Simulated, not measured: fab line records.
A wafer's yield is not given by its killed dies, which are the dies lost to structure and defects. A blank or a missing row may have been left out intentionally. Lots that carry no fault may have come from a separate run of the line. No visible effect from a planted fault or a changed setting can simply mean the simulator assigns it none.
2 desks looking at one fault	flow rit cmos	what lay behind the numbers comes last; until then each desk has only its own

== DESK OF THE TOOL OWNER: rie diel-02 ==
The tool's own readings at RIT_CONTACT_ETCH_11 (etches SiO2 in CHF3/CF4/Ar, stops on TiSi2, target depth 480 nm, time 320 s): means of the sampled wafers that have a number, for each lot that ran on this tool. Marked OUT: a lot whose mean sits more than 4 standard deviations from the usual mean, which makes it out of limits; the brackets give that distance.
Columns: A = drypump motor current A at RIT_CONTACT_ETCH_11, usual 5.45 A; B = mfc ar sccm at RIT_CONTACT_ETCH_11, usual 100.0 sccm; C = oes product au at RIT_CONTACT_ETCH_11, usual 0.996 a.u.; D = run length s at RIT_CONTACT_ETCH_11, usual 348.1 s; E = throttle valve pct at RIT_CONTACT_ETCH_11, usual 8.86 %
lot	first seen here	A	B	C	D	E
L994	day 5 06:32	5.27	99.9	0.989	348.2	8.80
L103	day 7 02:53	5.37	100.1	0.990	383.6 (+81) OUT	8.80
This desk's verdict: out of limits on L103, starting with L103 at day 7 02:53 (run length s at RIT_CONTACT_ETCH_11). In limits: L994.

== THE METROLOGY DESK ==
Means of the sampled wafers that have a number, per lot and without regard to the tool the lot ran on: this is what the gauges read. Marked OUT: a lot whose mean sits more than 4 standard deviations from the usual mean, which makes it out of limits; the brackets give that distance.
Columns: A = CONTACT_TEOS_THK at RIT_CONTACT_THK_MEAS_01, usual 399 nm; B = cd nm at RIT_CONTACT_CD_MEAS_08, usual 1001.1 nm; C = CONTACT_OVL at RIT_CONTACT_OVL_MEAS_09, usual -0.6 nm
lot	first seen here	A	B	C
L994	day 5 05:13	399	1000.4	-2.0
L996	day 5 20:36	399	997.8	-0.8
L997	day 5 23:09	399	1001.8	-3.2
L100	day 6 11:32	397	1004.8	-2.4
L103	day 7 01:24	405	999.9	-1.8
Finding of this desk: none of the 5 lots has anything out of limits.

== ALL TOGETHER ==
At day 7 02:53, on L103, the tool owner's desk was in a position to raise an alarm.
Metrology desk: nothing out of limits seen.
The metrology desk has L103 on record, within its limits.
On rie diel-02, each named lot ran RIT_CONTACT_ETCH_11.

== WHAT THE SIMULATOR PUT IN ==
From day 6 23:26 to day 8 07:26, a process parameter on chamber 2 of rie diel-02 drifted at RIT_CONTACT_ETCH_11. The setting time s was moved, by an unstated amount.
Shown lots that were struck: L103.
Delay in hours, fault start to first out-of-limits reading, by desk: the tool owner's desk at 3.
